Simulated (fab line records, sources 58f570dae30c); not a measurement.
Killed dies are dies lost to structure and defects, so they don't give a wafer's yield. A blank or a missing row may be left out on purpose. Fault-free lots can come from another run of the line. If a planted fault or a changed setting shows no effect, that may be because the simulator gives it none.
8D (eight disciplines) problem report, filled in by code / flow berkeleyCmos170 / the parts of the form that need people (team, actions taken, sign-off) are left out

## 1. PROBLEM STATEMENT
Wafers free of any fault read 26.0 ohm/sq (standard deviation 0.31) for SILICIDE_TI_RS at UCB170_SILICIDE_RS_MEAS_02, against a mean of 28.6 ohm/sq on 6 wafers of 2 lots. Measured from the usual mean, that is +8.2 standard deviations.
The step: measures by four-point-probe.
Earliest sighting: wafer L552.1 on filmMetro-03 at day 8 08:39. The record holds 39 wafers of 13 lots with a number at this step. By rule, "out" or "out of limits" means more than 4 standard deviations away from the usual mean. All remaining wafers that have a number are taken as sound.

## 2. WHAT THIS IS AND IS NOT
question=which readings at this step | is=SILICIDE_TI_RS | is not=-
question=which lots | is=L552, L554 | is not=L545, L546, L547, L548, L549, L550, L551, L553, L563, L565, L568
question=which wafers of those lots | is=all that have a number | is not=-
question=read on which gauges | is=filmMetro-02, filmMetro-03 | is not=filmMetro-01
question=when | is=from day 8 08:39 | is not=up to then (24 sound wafers); but 9 sound wafers of L563, L565, L568 came after

## 3. WHAT RULES OUT EACH SUSPECT
Counting: any tool at a process step up to the reading is kept as a suspect provided that every lot that is out went through it and no sound lot did after the first of them.
- the gauge at UCB170_SILICIDE_RS_MEAS_02 is ruled out. 2 gauges (filmMetro-02, filmMetro-03) read the wafers that are out.
- plasmaAsher-02 at UCB170_BACKSIDE_STRIP_03 (strips in O2): ruled out as a lasting fault. After its first lot that is out, L552 (day 8 07:40), sound lots L563 ran on it.
- pvdSputter-01 at UCB170_SILICIDE_SPUTTER_01 (material Ti, target thk 30 nm, time 25 s): kept. It ran every lot that is out, first L552 (day 8 08:37), and no sound lot after that; its last sound lot up to then is L553 (day 8 07:43). Its own chamberPressurePa readings are out on those wafers.
The count leaves pvdSputter-01 at UCB170_SILICIDE_SPUTTER_01.

## 4. THE CAUSE (what the simulator had put in)
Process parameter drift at UCB170_SILICIDE_SPUTTER_01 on pvdSputter-01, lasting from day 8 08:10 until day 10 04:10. The setting chamberPressurePa was moved by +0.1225, starting from 0.5. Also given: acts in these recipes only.
Counting left only this tool.

## 5. THE CHAIN OF EFFECTS, in route order
One row per reading whose mean, taken over the struck wafers that have a number, lies over 3 standard deviations from the usual. Only readings for which the record gives a usual standard deviation are gone through. hours: the time from each lot's start at the first step in this table that gives one to its start at this step, as a median over the lots. sigmas: the change in usual standard deviations.
hours=0; step=UCB170_SILICIDE_SPUTTER_01; reading=chamberPressurePa; usual=0.5000 Pa; on struck wafers=0.6220; change=+0.1220; sigmas=+99 or more
hours=0; step=UCB170_SILICIDE_SPUTTER_01; reading=throttleValvePct; usual=29.9 %; on struck wafers=26.7; change=-3.2; sigmas=-3.3
hours=0; step=UCB170_SILICIDE_RS_MEAS_02; reading=SILICIDE_TI_RS; usual=26.0 ohm/sq; on struck wafers=28.6; change=+2.6; sigmas=+8.2
hours=0; step=UCB170_SILICIDE_THK_MEAS_03; reading=SILICIDE_TI_THK; usual=29.7 nm; on struck wafers=28.6; change=-1.1; sigmas=-3.2
The process steps in it:
- UCB170_SILICIDE_SPUTTER_01: material Ti, target thk 30 nm, time 25 s.

## 6. WHAT WOULD HAVE CAUGHT IT SOONER
In this record the first reading out of limits at a measuring or inspecting step was taken at day 8 08:39, 0 hours after the fault began at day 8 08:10.
At UCB170_SILICIDE_SPUTTER_01, the tool's own readings (chamberPressurePa) were out on each struck wafer the step has a row for, so an alarm limit on them would have fired on the first such wafer.
Of the lots that are out (2), L554 began UCB170_SILICIDE_SPUTTER_01 on pvdSputter-01 after day 8 08:39. Putting the tool on hold at that point would have spared it.
